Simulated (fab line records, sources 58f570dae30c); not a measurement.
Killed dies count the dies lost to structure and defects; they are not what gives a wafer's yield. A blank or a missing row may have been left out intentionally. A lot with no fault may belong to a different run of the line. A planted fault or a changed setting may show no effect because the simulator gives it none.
A lot that was struck, set against a sound lot	flow berkeley-cmos170	20 steps out of a route of 331
Sound: wafers L910.1, L910.5, L910.6. The struck wafers were L919.1, L919.4, L919.5. Last of all comes the cause.
Each step with rows lists, per side, the tool, then ch with its chambers, then its first start. Under that, the readings that differ: sound wafers	struck wafers	difference of the means	sigmas: that difference in standard deviations of wafers without a fault.
alike: a reading whose means differ by less than 2 such deviations, as well as words and numbers matching on both sides. not compared: withheld readings; readings where some wafer has no value; bounds like >300 that might hide an equal value; numbers whose values overlap and for which the record gives no deviation.
Wherever a step has rows on one side only, a row that says differs or no value, or a row with sigmas, the two part there. Non-overlapping numbers with no deviation appear without sigmas and do not part them. A reading that every wafer of one side lacks parts them only if that side has two wafers or more.

UCB170_M2_METAL_ETCH_18: etches Al in Cl2/BCl3, stops on SiO2, target depth 1170 nm, time 195 s.
  sound on rie-metal-01 ch 0,1, day 7 20:58; struck on rie-metal-01 ch 1, day 9 19:01
  alike: drypump-motor-current-A, he-backside-leak-sccm, mfc-cl2-sccm, oes-product-au, throttle-valve-pct
  not compared: rf-hours-counter-h
UCB170_M2_STRIP_19: strips in O2.
  sound on plasma-asher-02 ch 0,1, day 7 21:10; struck on plasma-asher-04 ch 0,1, day 9 19:23
  alike: drypump-motor-current-A, o2-flow-sccm, oes-product-au
  not compared: rf-hours-counter-h
UCB170_M2_CD_MEAS_90: target cd 700 nm.
  sound on cd-sem-02 at day 7 21:16; struck on cd-sem-01 at day 9 19:29
  alike: cd-nm
UCB170_V2_CVD_00: deposits SiO2 from TEOS/O2, target thk 2000 nm, time 250 s.
  sound on pecvd-01 ch 0,2, day 7 21:23; struck on pecvd-04 ch 0,2, day 9 19:36
  alike: heater-power-w, pressure-mtorr
UCB170_V2_THK_MEAS_01:
  sound on film-metro-01 at day 7 21:32; struck on film-metro-01 at day 9 19:46
  alike: V2_TEOS_THK
UCB170_V2_CMP_02: polishes SiO2.
  sound on cmp-02 ch 0,3, day 7 21:38; struck on cmp-01 ch 0,1,2, day 9 19:55
  alike: motor-current-A, slurry-filter-dp-kPa
UCB170_V2_BOW_MEAS_03:
  sound on film-metro-03 at day 7 21:53; struck on film-metro-01 at day 9 20:07
  alike: V2_BOW
UCB170_V2_THK_MEAS_04:
  sound on film-metro-03 at day 7 22:01; struck on film-metro-01 at day 9 20:14
reading	sound	struck	difference	sigmas
V2_POLISHED_THK (nm)	998.7 998.6 999.6	1000.8 1003.4 1002.4	+3.2	+2
then, 4 steps without rows for these wafers: UCB170_V2_CLEAN_05 (cleans in DIW); UCB170_V2_HMDS_06 (prime time 60 s); UCB170_V2_COAT_07 (resist thk 900 nm); UCB170_V2_SOFTBAKE_08 (time 60 s).
UCB170_V2_EXPOSE_09: exposes mask VIA2, target cd 700 nm.
  sound on krf-scanner-02 ch 0, day 7 22:47; struck on krf-scanner-01 ch 0, day 9 20:59
reading	sound	struck	difference	sigmas
exposure-dose-mJ-cm2	36.97 36.93 36.99	40.76 40.78 40.73	+3.79	+93
  alike: mask
then, 2 steps without rows for these wafers: UCB170_V2_PEB_10; UCB170_V2_DEVELOP_11 (develop time 45 s).
UCB170_V2_CD_MEAS_12: target cd 700 nm.
  sound on cd-sem-02 at day 7 23:32; struck on cd-sem-01 at day 9 21:22
reading	sound	struck	difference	sigmas
cd-nm (nm)	699.9 701.6 700.9	714.7 715.7 713.9	+14.0	+9
UCB170_V2_OVL_MEAS_13:
  sound on overlay-01 at day 7 23:40; struck on overlay-02 at day 9 21:29
  alike: V2_OVL
UCB170_V2_ETCH_14: etches SiO2 in CHF3/CF4/Ar, stops on Al, target depth 1250 nm, time 291 s.
  sound on rie-diel-02 ch 0,1,2, day 7 23:41; struck on rie-diel-04 ch 0,1,3, day 9 21:31
reading	sound	struck	difference	sigmas
model.V2.cd-nm (nm)	699.8 701.8 700.4	714.7 715.5 714.2	+14.1	
  alike: CHF3_flow_sccm, cf4-flow-sccm, drypump-motor-current-A, oes-product-au, throttle-valve-pct
  not compared: rf-hours-counter-h
UCB170_V2_STRIP_15: strips in O2.
  sound on plasma-asher-02 ch 0,1, day 7 23:52; struck on plasma-asher-01 ch 1, day 9 21:42
  alike: drypump-motor-current-A, o2-flow-sccm, oes-product-au, strip-time-to-endpoint-s
  not compared: rf-hours-counter-h
next, for these wafers, 1 step has no rows: UCB170_M3_PROBE_99.

## WHERE THEY PART
Last at UCB170_V2_CD_MEAS_12 as far as this record goes, first at UCB170_V2_THK_MEAS_04. Later steps at which nothing parts them and some readings are alike: UCB170_V2_OVL_MEAS_13, UCB170_V2_ETCH_14, UCB170_V2_STRIP_15.

WHY: what had been put in by the simulator
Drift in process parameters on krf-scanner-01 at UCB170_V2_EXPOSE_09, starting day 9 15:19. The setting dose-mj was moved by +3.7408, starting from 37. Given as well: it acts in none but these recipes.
